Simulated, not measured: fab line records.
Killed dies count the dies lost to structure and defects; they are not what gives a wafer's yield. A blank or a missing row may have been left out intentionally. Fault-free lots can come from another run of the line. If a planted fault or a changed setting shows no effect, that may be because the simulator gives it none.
2 desks looking at one fault || flow berkeley_cmos170 || what lay behind the numbers comes last; until then each desk has only its own

## METROLOGY DESK
What the gauges read, lot by lot, whatever tool the lot ran on: means of the sampled wafers that have a number. The brackets show how far a lot's mean lies from the usual mean; more than 4 standard deviations puts the lot out of limits, marked OUT.
Columns: A = START_OXIDE_THK at UCB170_START_THK_MEAS_03, usual 20.1 nm; B = NWELL_TW at UCB170_NWELL_TW_MEAS_16, usual 1257; C = PVT_OVL at UCB170_PVT_OVL_MEAS_06, usual -2 nm; D = CONTACT_PSG_THK at UCB170_CONTACT_THK_MEAS_02, usual 701 nm
{"lot": "L133", "first seen here": "day 1 11:57", "A": 20.2, "B": 1266, "C": 1, "D": 694}
{"lot": "L134", "first seen here": "day 1 17:43", "A": 20.2, "B": 1264, "C": -9, "D": 703}
{"lot": "L135", "first seen here": "day 1 21:42", "A": 20.3, "B": 1237, "C": 5, "D": 709}
{"lot": "L136", "first seen here": "day 2 07:49", "A": 20.5, "B": 1243, "C": -4, "D": 699}
{"lot": "L137", "first seen here": "day 2 07:49", "A": 20.9, "B": 1262, "C": -0, "D": 692}
{"lot": "L138", "first seen here": "day 2 14:52", "A": 20.2, "B": 1264, "C": -3, "D": 703}
{"lot": "L139", "first seen here": "day 2 21:47", "A": 20.2, "B": "1078 (-16) OUT", "C": -2, "D": 705}
{"lot": "L142", "first seen here": "day 3 08:51", "A": 19.9, "B": "1073 (-17) OUT", "C": 3, "D": 703}
{"lot": "L150", "first seen here": "day 5 02:46", "A": 19.9, "B": 1265, "C": 1, "D": 706}
{"lot": "L151", "first seen here": "day 5 07:43", "A": 19.9, "B": 1242, "C": -7, "D": 713}
{"lot": "L153", "first seen here": "day 5 19:07", "A": 19.9, "B": 1257, "C": -2, "D": 705}
{"lot": "L154", "first seen here": "day 5 22:48", "A": 19.6, "B": 1258, "C": -1, "D": 690}
{"lot": "L155", "first seen here": "day 6 03:04", "A": 19.9, "B": 1239, "C": 2, "D": 694}
{"lot": "L156", "first seen here": "day 6 09:34", "A": 19.8, "B": 1246, "C": 4, "D": 695}
This desk's result: L139, L142 out of limits, first on L139 (NWELL_TW at UCB170_NWELL_TW_MEAS_16), day 3 16:58. L133, L134, L135, L136, L137, L138, L150, L151, L153, L154, L155, L156: within limits.

## AT THE TOOL OWNER'S DESK: implanter-01
UCB170_NWELL_IMPLANT_14, tool's own readings: per-lot mean of the sampled wafers with a number, covering each lot this tool ran. The brackets show how far a lot's mean lies from the usual mean; more than 4 standard deviations puts the lot out of limits, marked OUT.
Columns: A = dose_ions_cm2 at UCB170_NWELL_IMPLANT_14, usual 1e+13; B = faraday_current_uA at UCB170_NWELL_IMPLANT_14, usual 31.7
{"lot": "L133", "first seen here": "day 2 01:12", "A": 1e+13, "B": 31.2}
{"lot": "L134", "first seen here": "day 2 06:30", "A": 1e+13, "B": 31.7}
{"lot": "L136", "first seen here": "day 3 01:58", "A": 1e+13, "B": 31.8}
{"lot": "L137", "first seen here": "day 3 02:12", "A": 1e+13, "B": 31.6}
{"lot": "L139", "first seen here": "day 3 16:44", "A": "6e+12 (-99 or more) OUT", "B": "20.2 (-18) OUT"}
{"lot": "L142", "first seen here": "day 4 01:03", "A": "6e+12 (-99 or more) OUT", "B": "20.2 (-18) OUT"}
This desk finds L139, L142 out of limits, L139 being first, at day 3 16:44 (dose_ions_cm2 at UCB170_NWELL_IMPLANT_14). L133, L134, L136, L137: within limits.

## TAKEN TOGETHER
On L139, L142, at day 3 16:44, an alarm was possible from the tool owner's desk.
At day 3 16:58 the metrology desk could have sounded an alarm, on L139, L142.
Every lot named ran UCB170_NWELL_IMPLANT_14 on implanter-01.

## WHAT HAD BEEN PUT IN BY THE SIMULATOR
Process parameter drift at UCB170_NWELL_IMPLANT_14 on implanter-01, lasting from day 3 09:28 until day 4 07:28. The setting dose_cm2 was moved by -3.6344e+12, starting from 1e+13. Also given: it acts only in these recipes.
Shown lots that were struck: L139, L142.
Hours from the fault's start to each desk's first reading out of limits: the tool owner's desk, 7; the metrology desk, 8.
